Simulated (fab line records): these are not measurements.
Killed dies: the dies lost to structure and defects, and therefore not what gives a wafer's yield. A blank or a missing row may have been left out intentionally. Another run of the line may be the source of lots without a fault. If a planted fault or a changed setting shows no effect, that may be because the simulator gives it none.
A lot that was struck, set against a sound lot ; flow berkeleyCmos170 ; 21 steps out of a route of 331
Sound: wafers L351.2, L351.3, L351.6. Wafers struck: L357.1, L357.3, L357.6. The cause is named last.
Each step with rows lists, per side, the tool, then ch with its chambers, then its first start. Under that, the readings that differ: sound wafers ; struck wafers ; difference of the means ; sigmas: that difference in standard deviations of wafers without a fault.
alike: readings with means less than 2 such deviations apart, plus words and numbers identical on both sides. not compared: withheld readings, readings lacking a value on some wafer, bounds such as >300 that could conceal the same value, and numbers that have no deviation in the record and whose values overlap.
A row with sigmas, a row that says differs or no value, or rows on one side alone: a step with any of these is where the two part. When numbers do not overlap yet have no deviation, they are printed without sigmas and do not part them. Lack of a reading on every wafer of one side parts them only where that side has two or more wafers.

first, 5 steps without rows for these wafers: UCB170_NWELL_WET_ETCH_18 (etches Si3N4 in H3PO4, time 14400 s); UCB170_NWELL_WET_ETCH_19 (etches SiO2 in BOE, time 22 s); UCB170_PWELL_CLEAN_00 (cleans in SPM, time 600 s); UCB170_PWELL_CLEAN_01 (cleans in dHF, time 60 s); UCB170_PWELL_OXIDATION_02 (target thk 26.4 nm, ox time 1260 s).
UCB170_PWELL_THK_MEAS_03:
  sound: filmMetro-01 at day 2 23:29; struck: filmMetro-01 at day 4 04:31
  alike: PWELL_OXIDE_THK
then, 2 steps without rows for these wafers: UCB170_PWELL_ANNEAL_04 (time 900 s); UCB170_PWELL_CVD_05 (deposits Si3N4 from SiH2Cl2/NH3, target thk 220 nm, time 3300 s).
UCB170_PWELL_THK_MEAS_06:
  sound: filmMetro-02 at day 3 05:43; struck: filmMetro-01 at day 4 12:27
  alike: PWELL_NITRIDE_THK
then, 3 steps without rows for these wafers: UCB170_PWELL_HMDS_07 (prime time 60 s); UCB170_PWELL_COAT_08 (resist thk 900 nm); UCB170_PWELL_SOFTBAKE_09 (time 60 s).
UCB170_PWELL_EXPOSE_10: exposes mask PWELL, target cd 3000 nm.
  sound on krfScanner-02 ch 0, day 3 06:22; struck on krfScanner-02 ch 0, day 4 13:10
reading;sound;struck;difference;sigmas
mask;PWELL#0 PWELL#0 PWELL#0;NWELL#0 NWELL#0 NWELL#0;differs;
then, 2 steps without rows for these wafers: UCB170_PWELL_PEB_11; UCB170_PWELL_DEVELOP_12 (develop time 45 s).
UCB170_PWELL_OVL_MEAS_13:
  sound: overlay-01 at day 3 06:46; struck: overlay-02 at day 4 13:44
reading;sound;struck;difference;sigmas
PWELL_OVL (nm);5 -3 5;- - -;no value on the struck wafers;
UCB170_PWELL_ETCH_14: etches Si3N4 in CH3F/Ar/O2, stops on SiO2, target depth 242 nm, time 151 s.
  sound on rieDiel-04 ch 1,2,3, day 3 06:48; struck on rieDiel-02 ch 0,1,3, day 4 13:46
  alike: CH3F_flow_sccm, drypumpMotorCurrentA, oesProductAu, throttleValvePct
  not compared: rfHoursCounterH
after that, 1 step had no rows for these wafers: UCB170_PWELL_IMPLANT_15.
UCB170_PWELL_STRIP_16: strips in O2.
  sound on plasmaAsher-02 ch 0,1, day 3 07:03; struck on plasmaAsher-02 ch 0, day 4 14:01
  alike: drypumpMotorCurrentA, oesProductAu, stripTimeToEndpointS
  not compared: rfHoursCounterH
UCB170_PWELL_TW_MEAS_17:
  sound: filmMetro-01 at day 3 07:10; struck: filmMetro-01 at day 4 14:07
reading;sound;struck;difference;sigmas
PWELL_TW;374 372 371;29 29 29;-343;-80
then, 1 step without rows for these wafers: UCB170_PWELL_CLEAN_18 (cleans in SPM, time 600 s).

WHERE THEY PART
First at UCB170_PWELL_EXPOSE_10; last, within this record, at UCB170_PWELL_TW_MEAS_17.

WHY: what the simulator had put in
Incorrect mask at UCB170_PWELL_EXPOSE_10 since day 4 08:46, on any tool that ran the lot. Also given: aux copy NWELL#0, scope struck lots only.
